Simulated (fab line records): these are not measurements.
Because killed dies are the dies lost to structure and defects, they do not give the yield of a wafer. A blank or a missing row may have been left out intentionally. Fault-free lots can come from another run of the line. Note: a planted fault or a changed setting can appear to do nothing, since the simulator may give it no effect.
Which tool did it? || flow berkeley_cmos170 || 14 lots with 41 wafers sampled at 4 steps, on a route of 331 steps

WHAT THE GAUGES READ, wafer by wafer
UCB170_CONTACT_THK_MEAS_02. Usual: CONTACT_PSG_THK typically reads 699 nm, with standard deviation 5.5.
{"lot": "L682", "measured": "day 7 11:40", "on": "film_metro-03", "CONTACT_PSG_THK (nm)": "698 698 692", "flag": ""}
{"lot": "L684", "measured": "day 7 14:23", "on": "film_metro-01", "CONTACT_PSG_THK (nm)": "698 700 697", "flag": ""}
{"lot": "L683", "measured": "day 7 14:49", "on": "film_metro-03", "CONTACT_PSG_THK (nm)": "702 704 700", "flag": ""}
{"lot": "L685", "measured": "day 7 20:11", "on": "film_metro-03", "CONTACT_PSG_THK (nm)": "705 694 698", "flag": ""}
{"lot": "L687", "measured": "day 8 10:22", "on": "film_metro-03", "CONTACT_PSG_THK (nm)": "707 701 697", "flag": ""}
{"lot": "L688", "measured": "day 8 14:25", "on": "film_metro-04", "CONTACT_PSG_THK (nm)": "696 702 694", "flag": ""}
{"lot": "L689", "measured": "day 8 14:24", "on": "film_metro-03", "CONTACT_PSG_THK (nm)": "710 714 714", "flag": ""}
{"lot": "L686", "measured": "day 8 14:23", "on": "film_metro-01", "CONTACT_PSG_THK (nm)": "698 690 698", "flag": ""}
{"lot": "L695", "measured": "day 9 07:05", "on": "film_metro-01", "CONTACT_PSG_THK (nm)": "696 695 692", "flag": ""}
{"lot": "L694", "measured": "day 9 13:11", "on": "film_metro-03", "CONTACT_PSG_THK (nm)": "730 727 729 728", "flag": "OFF"}
{"lot": "L693", "measured": "day 9 11:25", "on": "film_metro-01", "CONTACT_PSG_THK (nm)": "734 735 744 735 735 744", "flag": "OFF"}
{"lot": "L699", "measured": "day 10 13:22", "on": "film_metro-01", "CONTACT_PSG_THK (nm)": "699 695 694", "flag": ""}
{"lot": "L698", "measured": "day 10 13:21", "on": "film_metro-04", "CONTACT_PSG_THK (nm)": "701 696 697", "flag": ""}
{"lot": "L704", "measured": "day 11 12:44", "on": "film_metro-04", "CONTACT_PSG_THK (nm)": "702 699 699", "flag": ""}

WHICH TOOL RAN EACH LOT (tool, then ch and the chambers of the sampled wafers, then the start)
{"lot": "L682", "UCB170_PSD_STRIP_09": "plasma_asher-02 ch 0,1, day 7 05:37", "UCB170_SDANNEAL_RTA_00": "rtp_anneal-02 ch 0, day 7 08:21", "UCB170_CONTACT_CVD_01": "lpcvd-02 ch 0, day 7 09:53"}
{"lot": "L684", "UCB170_PSD_STRIP_09": "plasma_asher-03 ch 0,1, day 7 05:44", "UCB170_SDANNEAL_RTA_00": "rtp_anneal-02 ch 0, day 7 10:27", "UCB170_CONTACT_CVD_01": "lpcvd-02 ch 0, day 7 11:43"}
{"lot": "L683", "UCB170_PSD_STRIP_09": "plasma_asher-01 ch 0,1, day 7 05:53", "UCB170_SDANNEAL_RTA_00": "rtp_anneal-01 ch 0, day 7 10:43", "UCB170_CONTACT_CVD_01": "lpcvd-01 ch 0, day 7 13:02"}
{"lot": "L685", "UCB170_PSD_STRIP_09": "plasma_asher-03 ch 0,1, day 7 13:56", "UCB170_SDANNEAL_RTA_00": "rtp_anneal-01 ch 0, day 7 16:37", "UCB170_CONTACT_CVD_01": "lpcvd-01 ch 0, day 7 18:23"}
{"lot": "L687", "UCB170_PSD_STRIP_09": "plasma_asher-03 ch 0,1, day 8 04:15", "UCB170_SDANNEAL_RTA_00": "rtp_anneal-02 ch 0, day 8 07:25", "UCB170_CONTACT_CVD_01": "lpcvd-02 ch 1, day 8 08:34"}
{"lot": "L688", "UCB170_PSD_STRIP_09": "plasma_asher-02 ch 0,1, day 8 04:20", "UCB170_SDANNEAL_RTA_00": "rtp_anneal-01 ch 0, day 8 07:53", "UCB170_CONTACT_CVD_01": "lpcvd-02 ch 0, day 8 12:37"}
{"lot": "L689", "UCB170_PSD_STRIP_09": "plasma_asher-03 ch 0,1, day 8 04:35", "UCB170_SDANNEAL_RTA_00": "rtp_anneal-02 ch 0, day 8 07:53", "UCB170_CONTACT_CVD_01": "lpcvd-02 ch 0, day 8 12:37"}
{"lot": "L686", "UCB170_PSD_STRIP_09": "plasma_asher-01 ch 0,1, day 8 04:59", "UCB170_SDANNEAL_RTA_00": "rtp_anneal-02 ch 0, day 8 08:07", "UCB170_CONTACT_CVD_01": "lpcvd-02 ch 1, day 8 12:37"}
{"lot": "L695", "UCB170_PSD_STRIP_09": "plasma_asher-03 ch 0, day 9 00:16", "UCB170_SDANNEAL_RTA_00": "rtp_anneal-02 ch 0, day 9 04:08", "UCB170_CONTACT_CVD_01": "lpcvd-01 ch 0, day 9 05:18"}
{"lot": "L694", "UCB170_PSD_STRIP_09": "plasma_asher-02 ch 0,1, day 9 01:00", "UCB170_SDANNEAL_RTA_00": "rtp_anneal-01 ch 0, day 9 05:13", "UCB170_CONTACT_CVD_01": "lpcvd-02 ch 0, day 9 11:24"}
{"lot": "L693", "UCB170_PSD_STRIP_09": "plasma_asher-03 ch 0,1, day 9 05:13", "UCB170_SDANNEAL_RTA_00": "rtp_anneal-01 ch 0, day 9 08:02", "UCB170_CONTACT_CVD_01": "lpcvd-02 ch 0, day 9 09:37"}
{"lot": "L699", "UCB170_PSD_STRIP_09": "plasma_asher-02 ch 0,1, day 10 06:15", "UCB170_SDANNEAL_RTA_00": "rtp_anneal-02 ch 0, day 10 09:49", "UCB170_CONTACT_CVD_01": "lpcvd-01 ch 1, day 10 11:34"}
{"lot": "L698", "UCB170_PSD_STRIP_09": "plasma_asher-01 ch 0,1, day 10 06:22", "UCB170_SDANNEAL_RTA_00": "rtp_anneal-01 ch 0, day 10 09:58", "UCB170_CONTACT_CVD_01": "lpcvd-01 ch 0, day 10 11:34"}
{"lot": "L704", "UCB170_PSD_STRIP_09": "plasma_asher-02 ch 0,1, day 11 05:35", "UCB170_SDANNEAL_RTA_00": "rtp_anneal-01 ch 0, day 11 09:49", "UCB170_CONTACT_CVD_01": "lpcvd-01 ch 0, day 11 10:58"}
- UCB170_PSD_STRIP_09: strips in O2.
- UCB170_SDANNEAL_RTA_00: time 10 s.
- UCB170_CONTACT_CVD_01: deposits PSG from SiH4/O2/PH3, target thk 700 nm, time 2820 s.

AS READ BY THE TOOLS THEMSELVES (means over the sampled wafers that have a number; for cases with no such wafer, the mark the record gives instead)
UCB170_PSD_STRIP_09. Usual: drypump_motor_current_A 5.7 A, standard deviation 0.39; oes_product_au 0.600 a.u., standard deviation 0.005; strip_time_to_endpoint_s 29.45 s, standard deviation 0.061.
{"lot": "L682", "tool": "plasma_asher-02", "drypump_motor_current_A (A)": 5.3, "oes_product_au (a.u.)": 0.603, "strip_time_to_endpoint_s (s)": 29.48, "flag": ""}
{"lot": "L684", "tool": "plasma_asher-03", "drypump_motor_current_A (A)": 6.1, "oes_product_au (a.u.)": 0.589, "strip_time_to_endpoint_s (s)": 29.43, "flag": ""}
{"lot": "L683", "tool": "plasma_asher-01", "drypump_motor_current_A (A)": 5.5, "oes_product_au (a.u.)": 0.602, "strip_time_to_endpoint_s (s)": 29.41, "flag": ""}
{"lot": "L685", "tool": "plasma_asher-03", "drypump_motor_current_A (A)": 6.1, "oes_product_au (a.u.)": 0.599, "strip_time_to_endpoint_s (s)": 29.52, "flag": ""}
{"lot": "L687", "tool": "plasma_asher-03", "drypump_motor_current_A (A)": 6.1, "oes_product_au (a.u.)": 0.596, "strip_time_to_endpoint_s (s)": 29.40, "flag": ""}
{"lot": "L688", "tool": "plasma_asher-02", "drypump_motor_current_A (A)": 5.3, "oes_product_au (a.u.)": 0.595, "strip_time_to_endpoint_s (s)": 29.44, "flag": ""}
{"lot": "L689", "tool": "plasma_asher-03", "drypump_motor_current_A (A)": 6.1, "oes_product_au (a.u.)": 0.599, "strip_time_to_endpoint_s (s)": 29.43, "flag": ""}
{"lot": "L686", "tool": "plasma_asher-01", "drypump_motor_current_A (A)": 5.5, "oes_product_au (a.u.)": 0.601, "strip_time_to_endpoint_s (s)": 29.39, "flag": ""}
{"lot": "L695", "tool": "plasma_asher-03", "drypump_motor_current_A (A)": 6.1, "oes_product_au (a.u.)": 0.601, "strip_time_to_endpoint_s (s)": 29.50, "flag": ""}
{"lot": "L694", "tool": "plasma_asher-02", "drypump_motor_current_A (A)": 5.4, "oes_product_au (a.u.)": 0.593, "strip_time_to_endpoint_s (s)": 29.52, "flag": ""}
{"lot": "L693", "tool": "plasma_asher-03", "drypump_motor_current_A (A)": 6.1, "oes_product_au (a.u.)": 0.599, "strip_time_to_endpoint_s (s)": 29.39, "flag": ""}
{"lot": "L699", "tool": "plasma_asher-02", "drypump_motor_current_A (A)": 5.5, "oes_product_au (a.u.)": 0.602, "strip_time_to_endpoint_s (s)": 29.54, "flag": ""}
{"lot": "L698", "tool": "plasma_asher-01", "drypump_motor_current_A (A)": 5.5, "oes_product_au (a.u.)": 0.600, "strip_time_to_endpoint_s (s)": 29.50, "flag": ""}
{"lot": "L704", "tool": "plasma_asher-02", "drypump_motor_current_A (A)": 5.3, "oes_product_au (a.u.)": 0.600, "strip_time_to_endpoint_s (s)": 29.42, "flag": ""}

UCB170_SDANNEAL_RTA_00. Usual: lamp_power_pct 22.9 %, standard deviation 1; wafer_temp_C_max 903.7, standard deviation 1.1.
{"lot": "L682", "tool": "rtp_anneal-02", "lamp_power_pct (%)": 21.6, "wafer_temp_C_max": 904.6, "flag": ""}
{"lot": "L684", "tool": "rtp_anneal-02", "lamp_power_pct (%)": 21.6, "wafer_temp_C_max": 904.1, "flag": ""}
{"lot": "L683", "tool": "rtp_anneal-01", "lamp_power_pct (%)": 23.7, "wafer_temp_C_max": 903.5, "flag": ""}
{"lot": "L685", "tool": "rtp_anneal-01", "lamp_power_pct (%)": 23.7, "wafer_temp_C_max": 902.3, "flag": ""}
{"lot": "L687", "tool": "rtp_anneal-02", "lamp_power_pct (%)": 21.6, "wafer_temp_C_max": 905.4, "flag": ""}
{"lot": "L688", "tool": "rtp_anneal-01", "lamp_power_pct (%)": 23.7, "wafer_temp_C_max": 903.1, "flag": ""}
{"lot": "L689", "tool": "rtp_anneal-02", "lamp_power_pct (%)": 21.6, "wafer_temp_C_max": 904.3, "flag": ""}
{"lot": "L686", "tool": "rtp_anneal-02", "lamp_power_pct (%)": 21.6, "wafer_temp_C_max": 903.6, "flag": ""}
{"lot": "L695", "tool": "rtp_anneal-02", "lamp_power_pct (%)": 21.6, "wafer_temp_C_max": 904.3, "flag": ""}
{"lot": "L694", "tool": "rtp_anneal-01", "lamp_power_pct (%)": 23.8, "wafer_temp_C_max": 902.8, "flag": ""}
{"lot": "L693", "tool": "rtp_anneal-01", "lamp_power_pct (%)": 23.7, "wafer_temp_C_max": 903.1, "flag": ""}
{"lot": "L699", "tool": "rtp_anneal-02", "lamp_power_pct (%)": 21.6, "wafer_temp_C_max": 904.6, "flag": ""}
{"lot": "L698", "tool": "rtp_anneal-01", "lamp_power_pct (%)": 23.7, "wafer_temp_C_max": 902.8, "flag": ""}
{"lot": "L704", "tool": "rtp_anneal-01", "lamp_power_pct (%)": 23.7, "wafer_temp_C_max": 903.6, "flag": ""}

THE ANSWER, worked out from the rows above alone
Rule: lot off if the mean of its wafers having a number is beyond 3 standard deviations from the usual mean. A lot without any number at a reading at which 4 lots or more have one is off too. Any other lot the step has rows for is counted as sound. First the gauges in route order, then the tools' own readings, where a lot's mean is used as printed above. At the first step where some lot is off, the reading lying furthest off is the one used; lots without a number count as furthest.
Off: L694, L693, seen at UCB170_CONTACT_THK_MEAS_02 (CONTACT_PSG_THK).
A tool fits if, at a process step before that reading, it ran every lot that is off, and no sound lot after the first of them. Gauges at UCB170_CONTACT_THK_MEAS_02: tried the same way as those tools. One fits: lpcvd-02 at UCB170_CONTACT_CVD_01. Its last sound lot is L686 (day 8 12:37), its first lot that is off L693 (day 9 09:37): a fault that began between those two fits.

WHAT WAS PUT IN BY THE SIMULATOR
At UCB170_CONTACT_CVD_01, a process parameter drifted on lpcvd-02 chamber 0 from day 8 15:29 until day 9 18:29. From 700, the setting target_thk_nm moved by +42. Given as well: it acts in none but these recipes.
Lots struck among those shown: L693, L694. Same finding as the rule above.
